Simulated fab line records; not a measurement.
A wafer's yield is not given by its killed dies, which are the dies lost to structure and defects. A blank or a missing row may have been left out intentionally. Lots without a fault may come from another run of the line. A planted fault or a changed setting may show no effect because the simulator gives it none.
Which tool was responsible? / flow rit-cmos / Sampling: 14 lots, 42 wafers, 3 of 202 route steps

## WHAT THE GAUGES SHOWED, per wafer
RIT_PRETRO_TW_MEAS_10.
lot=L718; measured=day 2 22:05; on=film-metro-04; PRETRO_TW=468 468 472
lot=L719; measured=day 3 01:34; on=film-metro-02; PRETRO_TW=474 473 475
lot=L720; measured=day 3 06:14; on=film-metro-02; PRETRO_TW=473 473 473
lot=L725; measured=day 4 06:08; on=film-metro-03; PRETRO_TW=468 468 467
lot=L726; measured=day 4 09:53; on=film-metro-02; PRETRO_TW=478 474 477
lot=L728; measured=day 4 21:17; on=film-metro-03; PRETRO_TW=467 471 468
lot=L729; measured=day 5 02:43; on=film-metro-02; PRETRO_TW=473 477 476
lot=L730; measured=day 5 07:11; on=film-metro-02; PRETRO_TW=476 477 473
lot=L731; measured=day 5 12:43; on=film-metro-03; PRETRO_TW=464 467 468
lot=L733; measured=day 6 00:35; on=film-metro-04; PRETRO_TW=470 471 469
lot=L734; measured=day 6 05:43; on=film-metro-04; PRETRO_TW=473 472 469
lot=L736; measured=day 6 13:04; on=film-metro-04; PRETRO_TW=470 470 468
lot=L738; measured=day 6 23:52; on=film-metro-03; PRETRO_TW=468 469 468
lot=L739; measured=day 7 06:05; on=film-metro-04; PRETRO_TW=472 473 474

RIT_PSD_OVL_MEAS_06.
lot=L718; measured=day 3 15:30; on=overlay-02; PSD_OVL (nm)=0.5 -0.6 -1.4
lot=L719; measured=day 3 20:19; on=overlay-01; PSD_OVL (nm)=1.4 2.2 2.1
lot=L720; measured=day 3 22:51; on=overlay-01; PSD_OVL (nm)=-1.4 -0.4 -0.2
lot=L725; measured=day 5 00:20; on=overlay-01; PSD_OVL (nm)=2.0 0.7 1.9
lot=L726; measured=day 5 03:24; on=overlay-02; PSD_OVL (nm)=-0.2 -0.5 -0.5
lot=L728; measured=day 5 15:43; on=overlay-01; PSD_OVL (nm)=0.2 -1.9 0.1
lot=L729; measured=day 5 23:29; on=overlay-02; PSD_OVL (nm)=-1.0 -0.3 -0.4
lot=L730; measured=day 6 02:20; on=overlay-01; PSD_OVL (nm)=-0.6 -1.5 -0.3
lot=L731; measured=day 6 06:02; on=overlay-01; PSD_OVL (nm)=-1.2 -2.8 -1.1
lot=L733; measured=day 6 19:59; on=overlay-01; PSD_OVL (nm)=-0.1 -0.8 -0.3
lot=L734; measured=day 6 23:04; on=overlay-01; PSD_OVL (nm)=1.2 -0.2 -0.6
lot=L736; measured=day 7 07:26; on=overlay-01; PSD_OVL (nm)=-0.6 -2.3 -1.7
lot=L738; measured=day 7 20:50; on=overlay-01; PSD_OVL (nm)=0.4 1.3 0.0
lot=L739; measured=day 8 01:35; on=overlay-01; PSD_OVL (nm)=-0.3 -1.2 -2.5

RIT_SDANNEAL_RS_MEAS_07: measures by four-point-probe.
lot=L718; measured=day 3 16:56; on=film-metro-03; NLDD_RS (ohm/sq)=151.0 151.2 150.5
lot=L719; measured=day 3 21:41; on=film-metro-03; NLDD_RS (ohm/sq)=152.3 152.4 151.9
lot=L720; measured=day 4 00:12; on=film-metro-02; NLDD_RS (ohm/sq)=151.3 151.3 151.0
lot=L725; measured=day 5 01:53; on=film-metro-01; NLDD_RS (ohm/sq)=151.7 151.3 151.1
lot=L726; measured=day 5 04:49; on=film-metro-02; NLDD_RS (ohm/sq)=152.1 151.7 151.9
lot=L728; measured=day 5 17:04; on=film-metro-03; NLDD_RS (ohm/sq)=152.6 152.2 152.2
lot=L729; measured=day 6 00:52; on=film-metro-01; NLDD_RS (ohm/sq)=152.2 152.1 152.0
lot=L730; measured=day 6 03:42; on=film-metro-02; NLDD_RS (ohm/sq)=152.7 152.8 152.5
lot=L731; measured=day 6 07:24; on=film-metro-02; NLDD_RS (ohm/sq)=151.6 151.6 151.7
lot=L733; measured=day 6 21:21; on=film-metro-03; NLDD_RS (ohm/sq)=152.5 152.2 152.5
lot=L734; measured=day 7 00:25; on=film-metro-02; NLDD_RS (ohm/sq)=150.9 150.7 150.8
lot=L736; measured=day 7 08:50; on=film-metro-02; NLDD_RS (ohm/sq)=152.0 151.5 151.5
lot=L738; measured=day 7 22:14; on=film-metro-03; NLDD_RS (ohm/sq)=151.0 151.3 151.7
lot=L739; measured=day 8 02:56; on=film-metro-01; NLDD_RS (ohm/sq)=150.6 150.7 150.6

## TOOL THAT RAN EACH LOT (tool first, then ch and the chambers of the sampled wafers, then the start)
The record shows no process step preceding these readings.

## AS READ BY THE TOOLS THEMSELVES (means over the sampled wafers that have a number; for cases with no such wafer, the mark the record gives instead)
The record holds no such reading with a usual standard deviation.

## THE ANSWER, worked out from the rows above alone
Rule: the lots themselves supply what counts as usual. Put in order of their means at a reading, lots are off if they are a third of the lots or fewer, leave a main group of 4 or more, and stand apart from it by a gap of 3 or more times the standard deviation of the main group's means; of several such gaps the widest counts. A main group whose means are all the same, to the digits that the tables above print for the reading, isn't used. Also off: a lot with no number at a reading for which 4 or more lots have one. Where the step has rows for the other lots, those lots are counted as sound. Order of review: gauges by route order, followed by the tools' own readings, for which a lot's mean as printed above is used. At the first step where some lot is off, the reading lying furthest off is the one used; lots without a number count as furthest.
No lot is off at any reading shown: from this, nothing can be told.

## WHAT HAD BEEN PUT IN BY THE SIMULATOR
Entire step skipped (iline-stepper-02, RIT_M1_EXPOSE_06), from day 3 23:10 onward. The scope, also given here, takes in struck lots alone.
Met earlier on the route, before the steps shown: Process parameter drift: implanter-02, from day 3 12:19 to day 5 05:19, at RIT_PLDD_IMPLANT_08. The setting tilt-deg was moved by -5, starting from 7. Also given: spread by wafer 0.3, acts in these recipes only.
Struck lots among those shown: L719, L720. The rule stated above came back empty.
